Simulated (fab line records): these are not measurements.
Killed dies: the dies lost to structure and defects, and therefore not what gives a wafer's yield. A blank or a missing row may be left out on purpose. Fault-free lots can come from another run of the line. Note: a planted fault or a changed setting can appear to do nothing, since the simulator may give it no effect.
fab line records | flow berkeley_cmos170
record: lots: 5 wafers: 15 last_day: 12
route steps=331 shown FIELD@95 SACOX@97 SCREENOX@100 NVT@104
lots untouched by any fault: they come from a run of this same line in which no faults occurred
start_h: start of the lot's first displayed wafer, in hours after the record's first day | wait_h: hours since the lot's step before | " identical to the entry in the row above | L1.1+2: one row covering several wafers at once | - no value, or no start given | * or withheld: withheld | < > ~ a bound
route shown NAME@n: NAME is a module with steps in the file, n the number in the route of the first one | usual: mean/standard deviation taken from wafers without a fault | same: alike in all rows | chamber/n: place in a boat | sites: the reading at each site | _std_site: standard deviation of those values | _edge_site: mean of outer sites minus mean of inner sites | radius_mm: how far each site lies from the wafer's centre | mask NAME#n: copy n | behind: the tool/chamber that last shaped the wafer | hold: the reason the lot was held/the length of the hold in hours/how it ended | device: whichever transistor did not switch (one of n, p or np) | end of line: tests run on the same wafers once the route is complete | a step with no rows: only its recipe | killed: count of dies lost to structure and defects at first sort (not the wafer's yield) | map: shows each die of a wafer: x if killed, . if not, _ if none is there
set.NAME: the setting as run; set.NAME@STEP: as run at that earlier step | model.NAME: the simulator's own value behind a step, which no gauge read
lots seen at some steps along the route; tables by step, rows by wafer
services: from which hour (start_h, from the record's first day; less than 0 if before it) a tool's chamber was out of use, for how many hours, and why
== steps ==
step: UCB170_FIELD_WET_ETCH_06
recipe: chemistry: BOE dilution: 5:1 target: SiO2 temp_c: 25 time_s: 22
step: UCB170_FIELD_THK_MEAS_90
recipe: reads: SiO2_of_FIELD_OXIDATION_01
usual: FIELD_OXIDE_LEFT_1_THK: 437/12
columns lot.wafer tool chamber start_h wait_h FIELD_OXIDE_LEFT_1_THK[nm]
L261.1 film_metro-04 - 123.04 0.0 449
L261.2 " - " " 445
L261.3 " - " " 447
L275.1 film_metro-03 - 171.92 0.0 427
L275.2 " - " " 418
L275.4 " - " " 435
L274.1 film_metro-04 - 171.98 0.1 432
L274.3 " - " " 424
L274.5 " - " " 441
L280.2 film_metro-03 - 210.89 0.0 441
L280.5 " - " " 444
L280.6 " - " " 443
L281.4 film_metro-04 - 210.91 0.0 441
L281.5 " - " " 441
L281.6 " - " " 449
step: UCB170_SACOX_CLEAN_00
recipe: chemistry: dHF dilution: 25:1 time_s: 7.5
step: UCB170_SACOX_OXIDATION_01
recipe: temp_c: 900 ambient: O2 target_thk_a: 144 ox_time_s: 2400
step: UCB170_SACOX_THK_MEAS_02
recipe: reads: SiO2_of_SACOX_OXIDATION_01
usual: SACOX_OXIDE_THK: 14.4/0.33
columns lot.wafer tool chamber start_h wait_h SACOX_OXIDE_THK[nm]
L261.1 film_metro-01 - 126.95 0.0 15.0
L261.2 " - " " 14.8
L261.3 " - " " 14.9
L274.1 film_metro-01 - 175.41 0.0 14.4
L274.3 " - " " 14.2
L274.5 " - " " 14.6
L275.1 film_metro-03 - 175.47 0.1 14.7
L275.2 " - " " 14.9
L275.4 " - " " 15.0
L280.2 film_metro-03 - 214.74 0.0 13.8
L280.5 " - " " 13.8
L280.6 " - " " 13.9
L281.4 film_metro-01 - 214.82 0.1 14.0
L281.5 " - " " 14.0
L281.6 " - " " 13.8
step: UCB170_SCREENOX_WET_ETCH_00
recipe: chemistry: dHF dilution: 25:1 target: SiO2 temp_c: 25 time_s: 200
step: UCB170_SCREENOX_OXIDATION_01
recipe: temp_c: 900 ambient: O2 target_thk_a: 144 ox_time_s: 2400
step: UCB170_SCREENOX_THK_MEAS_02
recipe: reads: SiO2_of_SCREENOX_OXIDATION_01
usual: SCREENOX_OXIDE_THK: 14.2/0.36
columns lot.wafer tool chamber start_h wait_h SCREENOX_OXIDE_THK[nm]
L261.1 film_metro-01 - 131.45 0.0 14.8
L261.2 " - " " 14.5
L261.3 " - " " 14.8
L274.1 film_metro-04 - 178.58 0.1 13.8
L274.3 " - " " 13.6
L274.5 " - " " 13.8
L275.1 film_metro-04 - 178.76 0.3 13.6
L275.2 " - " " 13.7
L275.4 " - " " 14.0
L280.2 film_metro-03 - 218.77 0.0 14.2
L280.5 " - " " 14.0
L280.6 " - " " 14.4
L281.4 film_metro-03 - 218.85 0.1 14.6
L281.5 " - " " 14.8
L281.6 " - " " 14.5
step: UCB170_SCREENOX_ANNEAL_03
recipe: temp_c: 900 time_s: 900 ambient: N2
step: UCB170_NVT_HMDS_00
recipe: prime_time_s: 60 prime_temp_c: 100
step: UCB170_NVT_COAT_01
recipe: resist: KrF spin_rpm: 1500 resist_thk_nm: 900
step: UCB170_NVT_SOFTBAKE_02
recipe: resist: KrF temp_c: 130 time_s: 60
step: UCB170_NVT_EXPOSE_03
recipe: mask_id: PWELL target_cd_nm: 3000 na: 0.5 sigma_outer: 0.6 source_shape: conventional dose_mj: 30
columns lot.wafer tool chamber start_h wait_h mask
L261.1+2+3 krf_scanner-02 0 137.73 0.2 PFIELD#0
L275.1+2+4 krf_scanner-02 0 183.62 0.3 PWELL#0
L274.1+3+5 krf_scanner-01 0 183.97 0.4 PWELL#0
L281.4+5+6 krf_scanner-02 0 222.14 0.1 PWELL#0
L280.2+5+6 krf_scanner-02 0 222.35 0.1 PWELL#0
step: UCB170_NVT_PEB_04
recipe: peb_temp_c: 130 peb_time_s: withheld resist: KrF
step: UCB170_NVT_DEVELOP_05
recipe: developer: TMAH develop_time_s: 45 resist: KrF dev_temp_c: 21
step: UCB170_NVT_OVL_MEAS_06
usual: NVT_OVL: 1/5.9
columns lot.wafer tool chamber start_h wait_h NVT_OVL[nm]
L261.1 overlay-02 - 138.12 - -
L261.2 " - " " -
L261.3 " - " " -
L275.1 overlay-01 - 184.46 - -2
L275.2 " - " " 4
L275.4 " - " " 0
L274.1 overlay-01 - 184.74 - -3
L274.3 " - " " -6
L274.5 " - " " 4
L281.4 overlay-02 - 222.89 - -3
L281.5 " - " " 5
L281.6 " - " " 0
L280.2 overlay-02 - 223.09 - -4
L280.5 " - " " 10
L280.6 " - " " 1
step: UCB170_NVT_IMPLANT_07
recipe: species: BF2 dose_cm2: 3.067e+12 energy_kev: 50 tilt_deg: 7
step: UCB170_NVT_STRIP_08
recipe: chemistry: O2 power_w: 400 pressure_mtorr: 3500 platen_temp_c: withheld o2_flow_sccm: 400 overash_fraction: 0.5
usual: drypump_motor_current_A: 5.36/0.23 oes_product_au: 0.734/0.0045 strip_time_to_endpoint_s: 21.63/0.054
columns lot.wafer tool chamber start_h wait_h drypump_motor_current_A oes_product_au rf_hours_counter_h strip_time_to_endpoint_s
L261.1 plasma_asher-02 1 138.31 0.1 5.41 0.729 33 21.61
L261.2 " 0 " " 5.51 0.735 33 21.64
L261.3 " 0 " " 5.50 0.733 - 21.64
L275.1 plasma_asher-02 0 184.65 0.1 5.49 0.730 39 21.66
L275.2 " 1 " " 5.39 0.744 39 21.69
L275.4 " 1 " " 5.41 0.734 - 21.61
L274.1 plasma_asher-02 1 184.92 0.1 5.38 0.737 39 21.67
L274.3 " 1 " " 5.40 0.734 - 21.65
L274.5 " 0 " " 5.52 0.736 - 21.64
L281.4 plasma_asher-04 0 223.10 0.1 5.36 0.743 - 21.73
L281.5 " 1 " " 4.99 0.737 - 21.63
L281.6 " 0 " " 5.35 0.733 - 21.66
L280.2 plasma_asher-03 1 223.27 0.1 5.55 0.731 52 21.59
L280.5 " 1 " " 5.55 0.740 - 21.55
L280.6 " 0 " " 5.72 0.735 - 21.60
step: UCB170_NVT_TW_MEAS_09
usual: NVT_TW: 530/8.2
columns lot.wafer tool chamber start_h wait_h NVT_TW
L261.1 film_metro-04 - 138.41 0.1 31
L261.2 " - " " 31
L261.3 " - " " 31
L275.1 film_metro-04 - 184.75 0.1 541
L275.2 " - " " 538
L275.4 " - " " 542
L274.1 film_metro-02 - 185.02 0.1 530
L274.3 " - " " 527
L274.5 " - " " 527
L281.4 film_metro-02 - 223.19 0.1 521
L281.5 " - " " 523
L281.6 " - " " 519
L280.2 film_metro-04 - 223.38 0.1 539
L280.5 " - " " 541
L280.6 " - " " 539
step: UCB170_NVT_CLEAN_10
recipe: chemistry: SPM temp_c: 120 time_s: 600
== services ==
columns tool chamber start_h hours kind
krf_scanner-02 - 155.19 1.3 pm
plasma_asher-02 - 166.49 4.4 repair
plasma_asher-03 - 171.33 14.6 pm
krf_scanner-01 - 188.24 0.8 pm
krf_scanner-02 - 198.84 0.6 repair
krf_scanner-01 - 209.09 1.0 repair
krf_scanner-01 - 215.53 1.3 pm
== key ==
first_sign: step: UCB170_NVT_EXPOSE_03 reading: mask direction: changed
effect: step: UCB170_NVT_OVL_MEAS_06 reading: NVT_OVL direction: missing
effect: step: UCB170_NVT_TW_MEAS_09 reading: NVT_TW direction: down sigmas: 61 usual: 530 struck: 31
met_at UCB170_NVT_EXPOSE_03
struck_wafers L261.1,L261.2,L261.3
sort_left_out L261.1,L261.2,L261.3
tester_left_out L261
fault: kind: wrong_mask tool: any chamber: - onset_h: 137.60 steps: UCB170_NVT_EXPOSE_03 aux_copy: PFIELD#0 scope: struck_lots_only
tester_left_out: of these lots the tester's yield and bins aren't shown, on N5 and GAA mostly nor the transistor test; their killed dies are dies lost to structure and defects alone, not to doping, threshold or leakage, so they don't give the yield
sort_left_out: the simulated sort isn't trusted on such a fault, so these wafers' sort isn't shown, and their yield isn't known
